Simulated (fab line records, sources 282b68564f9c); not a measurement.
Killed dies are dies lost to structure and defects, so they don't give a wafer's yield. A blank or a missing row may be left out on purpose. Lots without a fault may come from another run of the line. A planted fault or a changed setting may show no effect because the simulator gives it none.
Which tool did it? | flow rit_cmos | 8 lots, 24 wafers sampled, at 3 steps of a route of 202

WHAT THE GAUGES READ, wafer by wafer
RIT_PSD_OVL_MEAS_06.
lot  | measured    | on         | PSD_OVL (nm)
L226 | day 3 06:47 | overlay-02 | -0.6 -2.1 -2.6
L228 | day 3 19:46 | overlay-01 | 1.9 1.0 0.3
L230 | day 4 02:41 | overlay-01 | -0.5 -1.1 -0.6
L233 | day 4 16:43 | overlay-01 | 0.7 1.0 0.1
L235 | day 5 02:19 | overlay-01 | -0.7 -1.0 -2.5
L237 | day 5 14:11 | overlay-01 | 131.5 132.6 132.6
L239 | day 5 22:38 | overlay-02 | 130.5 130.8 129.5
L248 | day 7 21:16 | overlay-02 | 0.0 -1.1 1.2

WHICH TOOL RAN EACH LOT (tool, then ch and the chambers of the sampled wafers, then the start)
lot  | RIT_GATE_STRIP_20                   | RIT_PSD_EXPOSE_03
L226 | plasma_asher-04 ch 0,1, day 2 19:10 | iline_stepper-01 ch 0, day 3 06:23
L228 | plasma_asher-04 ch 0,1, day 3 08:38 | iline_stepper-02 ch 0, day 3 19:22
L230 | plasma_asher-02 ch 0,1, day 3 14:41 | iline_stepper-02 ch 0, day 4 02:18
L233 | plasma_asher-02 ch 0,1, day 4 05:26 | iline_stepper-02 ch 0, day 4 16:19
L235 | plasma_asher-03 ch 0,1, day 4 15:07 | iline_stepper-01 ch 0, day 5 01:56
L237 | plasma_asher-04 ch 0,1, day 5 02:50 | iline_stepper-01 ch 0, day 5 13:48
L239 | plasma_asher-04 ch 0,1, day 5 11:14 | iline_stepper-01 ch 0, day 5 22:13
L248 | plasma_asher-03 ch 0,1, day 7 09:46 | iline_stepper-02 ch 0, day 7 20:53
- RIT_GATE_STRIP_20: strips in O2, time 180 s.
- RIT_PSD_EXPOSE_03: exposes mask M10, target cd 40900 nm.

THE ANSWER, worked out from the rows above alone
Rule: what is usual is taken from the lots themselves. Put in order of their means at a reading, lots are off if they are a third of the lots or fewer, leave a main group of 4 or more, and stand apart from it by a gap of 3 or more times the standard deviation of the main group's means; of several such gaps the widest counts. A main group whose means are all the same, to the digits that the tables above print for the reading, isn't used. A lot without any number at a reading at which 4 lots or more have one is off too. The other lots that the step has rows for count as sound.
Off: L237, L239, at RIT_PSD_OVL_MEAS_06 (PSD_OVL). The main group: mean -0.4 nm, standard deviation 1.
A tool fits if, at a process step before that reading, it ran every lot that is off, and no sound lot after the first of them. The gauges at RIT_PSD_OVL_MEAS_06 are tried like those tools. Can't be told from this: 2 tools fit, plasma_asher-04 at RIT_GATE_STRIP_20, iline_stepper-01 at RIT_PSD_EXPOSE_03.

WHAT THE SIMULATOR HAD PUT IN
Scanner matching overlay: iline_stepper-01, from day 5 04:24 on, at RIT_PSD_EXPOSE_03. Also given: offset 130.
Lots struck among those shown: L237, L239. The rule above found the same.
